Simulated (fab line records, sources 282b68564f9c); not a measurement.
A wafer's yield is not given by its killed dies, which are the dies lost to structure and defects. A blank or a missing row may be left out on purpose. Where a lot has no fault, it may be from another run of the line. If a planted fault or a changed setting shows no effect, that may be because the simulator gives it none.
A struck lot beside a sound one | flow rit-cmos | 21 out of 202 route steps
Sound: the wafers L208.1, L208.4, L208.5. Struck: wafers L220.1, L220.4, L220.6. At the end, the cause is stated.
At each step with rows: each side's tool, then ch and its chambers, then its first start. Under that, the readings that differ: sound wafers | struck wafers | difference of the means | sigmas: that difference in standard deviations of wafers without a fault.
alike: same words and numbers on both sides, and readings whose means sit less than 2 such deviations apart. not compared: any withheld reading, any reading some wafer has no value for, any bound like >300 that may hide the same value, and any number with overlapping values for which the record gives no deviation.
Wherever a step has rows on one side only, a row that says differs or no value, or a row with sigmas, the two part there. Numbers that have no deviation but don't overlap get no sigmas and don't part them. Lack of a reading on every wafer of one side parts them only where that side has two or more wafers.

first, 2 steps without rows for these wafers: RIT_NSD_HARDBAKE_07 (time 60 s); RIT_NSD_IMPLANT_08.
RIT_NSD_STRIP_09: strips in O2, time 180 s.
  sound on plasma-asher-01 ch 0,1, day 3 13:58; struck on plasma-asher-01 ch 0,1, day 6 02:26
  alike: drypump-motor-current-A, o2-flow-sccm
  not compared: rf-hours-counter-h
RIT_NSD_TW_MEAS_10:
  sound on film-metro-03, day 3 14:08; struck on film-metro-03, day 6 02:38
  alike: NSD_TW
then, 6 steps without rows for these wafers: RIT_PSD_HMDS_00 (prime time 60 s); RIT_PSD_COAT_01 (resist thk 1000 nm); RIT_PSD_SOFTBAKE_02 (time 60 s); RIT_PSD_EXPOSE_03 (exposes mask M10, target cd 40900 nm); RIT_PSD_PEB_04; RIT_PSD_DEVELOP_05 (develop time 50 s).
RIT_PSD_OVL_MEAS_06:
  sound on overlay-02, day 3 15:03; struck on overlay-02, day 6 03:40
  alike: PSD_OVL
then, 1 step without rows for these wafers: RIT_PSD_HARDBAKE_07 (time 60 s).
RIT_PSD_IMPLANT_08:
  sound on implanter-02 ch 0, day 3 15:14; struck on implanter-04 ch 0, day 6 03:51
  reading                   | sound             | struck            | difference | sigmas
  implant-ion-amu           | 49 49 49          | 75 75 75          | +26        |
  model.implant.drp-nm (nm) | 12.05 12.05 12.05 | 8.906 8.906 8.906 | -3.144     |
  model.implant.rp-nm (nm)  | 21.79 21.79 21.79 | 20.38 20.38 20.38 | -1.41      |
RIT_PSD_STRIP_09: strips in O2, time 180 s.
  sound on plasma-asher-03 ch 0, day 3 15:23; struck on plasma-asher-04 ch 0,1, day 6 04:00
  alike: drypump-motor-current-A, o2-flow-sccm
  not compared: rf-hours-counter-h
RIT_PSD_TW_MEAS_10:
  sound on film-metro-03, day 3 15:34; struck on film-metro-01, day 6 04:10
  reading | sound          | struck         | difference | sigmas
  PSD_TW  | 3398 3419 3410 | 3438 3467 3448 | +42        | +2
then, 3 steps without rows for these wafers: RIT_SDANNEAL_CLEAN_00 (cleans in SC1, time 600 s); RIT_SDANNEAL_CLEAN_01 (cleans in dHF, time 30 s); RIT_SDANNEAL_CLEAN_02 (cleans in SC2, time 600 s).
RIT_SDANNEAL_RTA_03: time 5 s.
  sound on rtp-anneal-01 ch 0, day 3 16:01; struck on rtp-anneal-01 ch 0, day 6 04:37
  alike: wafer_temp_C_max
RIT_SDANNEAL_RS_MEAS_04: measures by four-point-probe.
  sound on film-metro-02, day 3 16:04; struck on film-metro-01, day 6 04:40
  reading         | sound                | struck            | difference | sigmas
  PSD_RS (ohm/sq) | 115.41 115.48 115.73 | 50.74 50.69 50.64 | -64.85     | -99 or more
RIT_SDANNEAL_RS_MEAS_05: measures by four-point-probe.
  sound on film-metro-02, day 3 16:11; struck on film-metro-01, day 6 04:47
  alike: NSD_RS

== WHERE THEY PART ==
Earliest at RIT_PSD_TW_MEAS_10; latest, in this record, at RIT_SDANNEAL_RS_MEAS_04. Later steps at which nothing parts them and some readings are alike: RIT_SDANNEAL_RS_MEAS_05.

WHY: what the simulator had put in
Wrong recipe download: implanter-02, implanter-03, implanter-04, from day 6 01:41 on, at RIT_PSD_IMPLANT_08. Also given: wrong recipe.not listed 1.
